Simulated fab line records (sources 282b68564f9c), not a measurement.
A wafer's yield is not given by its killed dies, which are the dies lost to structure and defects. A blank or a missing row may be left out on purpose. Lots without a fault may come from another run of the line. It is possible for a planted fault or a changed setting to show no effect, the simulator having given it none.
Comparing a struck lot with a sound one	flow rit-cmos	43 steps out of a route of 202
Sound: these wafers, L792.2, L792.3, L792.4. The struck wafers were L809.3, L809.5, L809.6. The cause is named last.
Each step with rows lists, per side, the tool, then ch with its chambers, then its first start. Under that, the readings that differ: sound wafers	struck wafers	difference of the means	sigmas: that difference in standard deviations of wafers without a fault.
alike: same words and numbers on both sides, and readings whose means sit less than 2 such deviations apart. not compared: any withheld reading, any reading some wafer has no value for, any bound like >300 that may hide the same value, and any number with overlapping values for which the record gives no deviation.
A row with sigmas, a row that says differs or no value, or rows on one side alone: a step with any of these is where the two part. Numbers that have no deviation but don't overlap get no sigmas and don't part them. A reading that every wafer of one side lacks parts them only if that side has two wafers or more.

first, 2 steps without rows for these wafers: RIT_NLDD_HARDBAKE_07 (time 60 s); RIT_NLDD_IMPLANT_08.
RIT_NLDD_STRIP_09: strips in O2, time 180 s.
  sound on plasma-asher-04 ch 0,1, day 3 23:01; struck on plasma-asher-03 ch 0,1, day 7 05:35
  alike: drypump-motor-current-A
  not compared: rf-hours-counter-h
RIT_NLDD_TW_MEAS_10:
  sound on film-metro-03, day 3 23:11; struck on film-metro-01, day 7 05:43
  alike: NLDD_TW
then, 6 steps without rows for these wafers: RIT_PLDD_HMDS_00 (prime time 60 s); RIT_PLDD_COAT_01 (resist thk 1000 nm); RIT_PLDD_SOFTBAKE_02 (time 60 s); RIT_PLDD_EXPOSE_03 (exposes mask M8, target cd 40900 nm); RIT_PLDD_PEB_04; RIT_PLDD_DEVELOP_05 (develop time 50 s).
RIT_PLDD_OVL_MEAS_06:
  sound on overlay-01, day 4 00:06; struck on overlay-02, day 7 06:37
  alike: PLDD_OVL
then, 1 step without rows for these wafers: RIT_PLDD_HARDBAKE_07 (time 60 s).
RIT_PLDD_IMPLANT_08:
  sound on implanter-03 ch 0, day 4 00:25; struck on implanter-03 ch 0, day 7 06:50
RIT_PLDD_STRIP_09: strips in O2, time 180 s.
  sound on plasma-asher-01 ch 0,1, day 4 00:32; struck on plasma-asher-01 ch 0,1, day 7 07:00
  alike: drypump-motor-current-A
  not compared: rf-hours-counter-h
RIT_PLDD_TW_MEAS_10:
  sound on film-metro-02, day 4 00:44; struck on film-metro-01, day 7 07:08
  alike: PLDD_TW
then, 4 steps without rows for these wafers: RIT_SPACER_CLEAN_00 (cleans in SC1, time 600 s); RIT_SPACER_CLEAN_01 (cleans in dHF, time 30 s); RIT_SPACER_CLEAN_02 (cleans in SC2, time 600 s); RIT_SPACER_CVD_03 (deposits Si3N4 from SiH2Cl2/NH3, target thk 250 nm, time 3300 s).
RIT_SPACER_THK_MEAS_04:
  sound on film-metro-03, day 4 03:06; struck on film-metro-03, day 7 09:31
  alike: SPACER_NITRIDE_THK
RIT_SPACER_ETCHBACK_05: etches Si3N4 in SF6/CHF3, stops on SiO2, target depth 250 nm, time 240 s.
  sound on rie-diel-03 ch 1,2,3, day 4 03:09; struck on rie-diel-03 ch 1,2,3, day 7 09:33
  alike: drypump-motor-current-A, oes-product-au, throttle-valve-pct
  not compared: rf-hours-counter-h
then, 6 steps without rows for these wafers: RIT_NSD_HMDS_00 (prime time 60 s); RIT_NSD_COAT_01 (resist thk 1000 nm); RIT_NSD_SOFTBAKE_02 (time 60 s); RIT_NSD_EXPOSE_03 (exposes mask M9, target cd 40700 nm); RIT_NSD_PEB_04; RIT_NSD_DEVELOP_05 (develop time 50 s).
RIT_NSD_OVL_MEAS_06:
  sound on overlay-02, day 4 04:10; struck on overlay-01, day 7 10:41
  alike: NSD_OVL
then, 2 steps without rows for these wafers: RIT_NSD_HARDBAKE_07 (time 60 s); RIT_NSD_IMPLANT_08.
RIT_NSD_STRIP_09: strips in O2, time 180 s.
  sound on plasma-asher-04 ch 0,1, day 4 04:29; struck on plasma-asher-01 ch 0,1, day 7 11:04
  alike: drypump-motor-current-A
  not compared: rf-hours-counter-h
RIT_NSD_TW_MEAS_10:
  sound on film-metro-01, day 4 04:40; struck on film-metro-02, day 7 11:13
  alike: NSD_TW
then, 6 steps without rows for these wafers: RIT_PSD_HMDS_00 (prime time 60 s); RIT_PSD_COAT_01 (resist thk 1000 nm); RIT_PSD_SOFTBAKE_02 (time 60 s); RIT_PSD_EXPOSE_03 (exposes mask M10, target cd 40900 nm); RIT_PSD_PEB_04; RIT_PSD_DEVELOP_05 (develop time 50 s).
RIT_PSD_OVL_MEAS_06:
  sound on overlay-02, day 4 05:43; struck on overlay-02, day 7 12:14
  alike: PSD_OVL
then, 2 steps without rows for these wafers: RIT_PSD_HARDBAKE_07 (time 60 s); RIT_PSD_IMPLANT_08.
RIT_PSD_STRIP_09: strips in O2, time 180 s.
  sound on plasma-asher-02 ch 0,1, day 4 06:02; struck on plasma-asher-02 ch 0,1, day 7 12:37
  alike: drypump-motor-current-A
  not compared: rf-hours-counter-h
RIT_M1_PROBE_99:
  sound on prober-01, day 4 14:13; struck on prober-02, day 7 20:51
reading	sound	struck	difference	sigmas
model.etest.diode-nwell-sub.leak-log10-a-cm2	-7.29 -7.511 -7.369	-6.663 -6.736 -6.982	+0.596	
  alike: killed-at-front-end, killed-dies, killed-open, killed-short

WHERE THEY PART
Nowhere in this record.

WHY: the cause the simulator had injected
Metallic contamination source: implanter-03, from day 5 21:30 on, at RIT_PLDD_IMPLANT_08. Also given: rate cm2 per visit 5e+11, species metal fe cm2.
